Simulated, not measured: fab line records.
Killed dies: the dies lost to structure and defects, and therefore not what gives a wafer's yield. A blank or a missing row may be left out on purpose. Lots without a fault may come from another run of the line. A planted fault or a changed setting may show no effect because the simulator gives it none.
Split-lot trial || flow ritCmos || 23 wafers read across 5 lots, on a route 202 steps long

## ON THE SPLIT
At RIT_SPACER_CVD_03 (deposits Si3N4 from SiH2Cl2/NH3, target thk 250 nm, time 3300 s), the setting sih2cl2FlowSccm was moved away from the recipe's 60 sccm on 20 of the 23 wafers read, by -9.7% to +11.7%. For the rest of the wafers, this setting stayed at what the recipe calls for.

No step appears in the file between the split and the reading.

## THE READING
SPACER_NITRIDE_THK in nanometres, read at RIT_SPACER_THK_MEAS_04. A value of 251.3 nm with a standard deviation of 2.4 nm is what fault-free wafers of this fab line usually give.

{"wafer": "L074.1", "tool, chamber at the split": "-, -", "sih2cl2FlowSccm as run, sccm": 54.2, "against the recipe": "-9.7%", "SPACER_NITRIDE_THK, nm": 244.1, "against lot-mates on the recipe": "no lot-mate on the recipe"}
{"wafer": "L074.3", "tool, chamber at the split": "-, -", "sih2cl2FlowSccm as run, sccm": 54.2, "against the recipe": "-9.7%", "SPACER_NITRIDE_THK, nm": 246.2, "against lot-mates on the recipe": "no lot-mate on the recipe"}
{"wafer": "L074.4", "tool, chamber at the split": "-, -", "sih2cl2FlowSccm as run, sccm": 54.2, "against the recipe": "-9.7%", "SPACER_NITRIDE_THK, nm": 244.0, "against lot-mates on the recipe": "no lot-mate on the recipe"}
{"wafer": "L074.5", "tool, chamber at the split": "-, -", "sih2cl2FlowSccm as run, sccm": 54.2, "against the recipe": "-9.7%", "SPACER_NITRIDE_THK, nm": 245.4, "against lot-mates on the recipe": "no lot-mate on the recipe"}
{"wafer": "L074.6", "tool, chamber at the split": "-, -", "sih2cl2FlowSccm as run, sccm": 54.2, "against the recipe": "-9.7%", "SPACER_NITRIDE_THK, nm": 244.6, "against lot-mates on the recipe": "no lot-mate on the recipe"}
{"wafer": "L077.1", "tool, chamber at the split": "-, -", "sih2cl2FlowSccm as run, sccm": 55.5, "against the recipe": "-7.5%", "SPACER_NITRIDE_THK, nm": 247.3, "against lot-mates on the recipe": "no lot-mate on the recipe"}
{"wafer": "L077.2", "tool, chamber at the split": "-, -", "sih2cl2FlowSccm as run, sccm": 55.5, "against the recipe": "-7.5%", "SPACER_NITRIDE_THK, nm": 248.3, "against lot-mates on the recipe": "no lot-mate on the recipe"}
{"wafer": "L077.3", "tool, chamber at the split": "-, -", "sih2cl2FlowSccm as run, sccm": 55.5, "against the recipe": "-7.5%", "SPACER_NITRIDE_THK, nm": 248.1, "against lot-mates on the recipe": "no lot-mate on the recipe"}
{"wafer": "L077.4", "tool, chamber at the split": "-, -", "sih2cl2FlowSccm as run, sccm": 55.5, "against the recipe": "-7.5%", "SPACER_NITRIDE_THK, nm": 245.7, "against lot-mates on the recipe": "no lot-mate on the recipe"}
{"wafer": "L077.6", "tool, chamber at the split": "-, -", "sih2cl2FlowSccm as run, sccm": 55.5, "against the recipe": "-7.5%", "SPACER_NITRIDE_THK, nm": 249.7, "against lot-mates on the recipe": "no lot-mate on the recipe"}
{"wafer": "L080.1", "tool, chamber at the split": "-, -", "sih2cl2FlowSccm as run, sccm": 63.89, "against the recipe": "+6.5%", "SPACER_NITRIDE_THK, nm": 255.7, "against lot-mates on the recipe": "no lot-mate on the recipe"}
{"wafer": "L080.2", "tool, chamber at the split": "-, -", "sih2cl2FlowSccm as run, sccm": 63.89, "against the recipe": "+6.5%", "SPACER_NITRIDE_THK, nm": 256.9, "against lot-mates on the recipe": "no lot-mate on the recipe"}
{"wafer": "L080.4", "tool, chamber at the split": "-, -", "sih2cl2FlowSccm as run, sccm": 63.89, "against the recipe": "+6.5%", "SPACER_NITRIDE_THK, nm": 257.2, "against lot-mates on the recipe": "no lot-mate on the recipe"}
{"wafer": "L080.5", "tool, chamber at the split": "-, -", "sih2cl2FlowSccm as run, sccm": 63.89, "against the recipe": "+6.5%", "SPACER_NITRIDE_THK, nm": 256.9, "against lot-mates on the recipe": "no lot-mate on the recipe"}
{"wafer": "L080.6", "tool, chamber at the split": "-, -", "sih2cl2FlowSccm as run, sccm": 63.89, "against the recipe": "+6.5%", "SPACER_NITRIDE_THK, nm": 258.1, "against lot-mates on the recipe": "no lot-mate on the recipe"}
{"wafer": "L082.1", "tool, chamber at the split": "lpcvd-02, 1", "sih2cl2FlowSccm as run, sccm": 60, "against the recipe": "recipe", "SPACER_NITRIDE_THK, nm": 249.7, "against lot-mates on the recipe": "-"}
{"wafer": "L082.2", "tool, chamber at the split": "lpcvd-02, 1", "sih2cl2FlowSccm as run, sccm": 60, "against the recipe": "recipe", "SPACER_NITRIDE_THK, nm": 248.2, "against lot-mates on the recipe": "-"}
{"wafer": "L082.3", "tool, chamber at the split": "lpcvd-02, 1", "sih2cl2FlowSccm as run, sccm": 60, "against the recipe": "recipe", "SPACER_NITRIDE_THK, nm": 248.4, "against lot-mates on the recipe": "-"}
{"wafer": "L085.1", "tool, chamber at the split": "-, -", "sih2cl2FlowSccm as run, sccm": 67.03, "against the recipe": "+11.7%", "SPACER_NITRIDE_THK, nm": 262.6, "against lot-mates on the recipe": "no lot-mate on the recipe"}
{"wafer": "L085.2", "tool, chamber at the split": "-, -", "sih2cl2FlowSccm as run, sccm": 67.03, "against the recipe": "+11.7%", "SPACER_NITRIDE_THK, nm": 261.4, "against lot-mates on the recipe": "no lot-mate on the recipe"}
{"wafer": "L085.3", "tool, chamber at the split": "-, -", "sih2cl2FlowSccm as run, sccm": 67.03, "against the recipe": "+11.7%", "SPACER_NITRIDE_THK, nm": 262.7, "against lot-mates on the recipe": "no lot-mate on the recipe"}
{"wafer": "L085.4", "tool, chamber at the split": "-, -", "sih2cl2FlowSccm as run, sccm": 67.03, "against the recipe": "+11.7%", "SPACER_NITRIDE_THK, nm": 263.7, "against lot-mates on the recipe": "no lot-mate on the recipe"}
{"wafer": "L085.6", "tool, chamber at the split": "-, -", "sih2cl2FlowSccm as run, sccm": 67.03, "against the recipe": "+11.7%", "SPACER_NITRIDE_THK, nm": 262.6, "against lot-mates on the recipe": "no lot-mate on the recipe"}

FIT RESULTS
A straight line over all 23 wafers: SPACER_NITRIDE_THK changes by +0.779 nm for each +1% of sih2cl2FlowSccm; r = +0.97; the points scatter about the line by 1.9 nm.
Too few moved wafers with a lot-mate on the recipe to fit a line net of each lot's own level.

## THE WHOLE CHAIN: every reading that the file lists as answering this split, in the file's order
{"step": "RIT_SPACER_CVD_03", "what it does": "deposits Si3N4 from SiH2Cl2/NH3, target thk 250 nm, time 3300 s", "reading": "Si3N4_of_SPACER_CVD_03.thkNm (the simulator's own value, which no gauge read)", "change (the file's fit)": "+0.778 nm for each +1% of the setting", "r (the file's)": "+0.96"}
{"step": "RIT_SPACER_THK_MEAS_04", "what it does": "", "reading": "SPACER_NITRIDE_THK", "change (the file's fit)": "+0.779 for each +1% of the setting", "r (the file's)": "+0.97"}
{"step": "RIT_SPACER_ETCHBACK_05", "what it does": "etches Si3N4 in SF6/CHF3, stops on SiO2, target depth 250 nm, time 240 s", "reading": "etch.depthNm (the simulator's own value, which no gauge read)", "change (the file's fit)": "+0.777 nm for each +1% of the setting", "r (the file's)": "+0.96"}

## THE FILE'S OWN FIT
SPACER_NITRIDE_THK changes by +0.779 nm for each +1% of sih2cl2FlowSccm, r = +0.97.
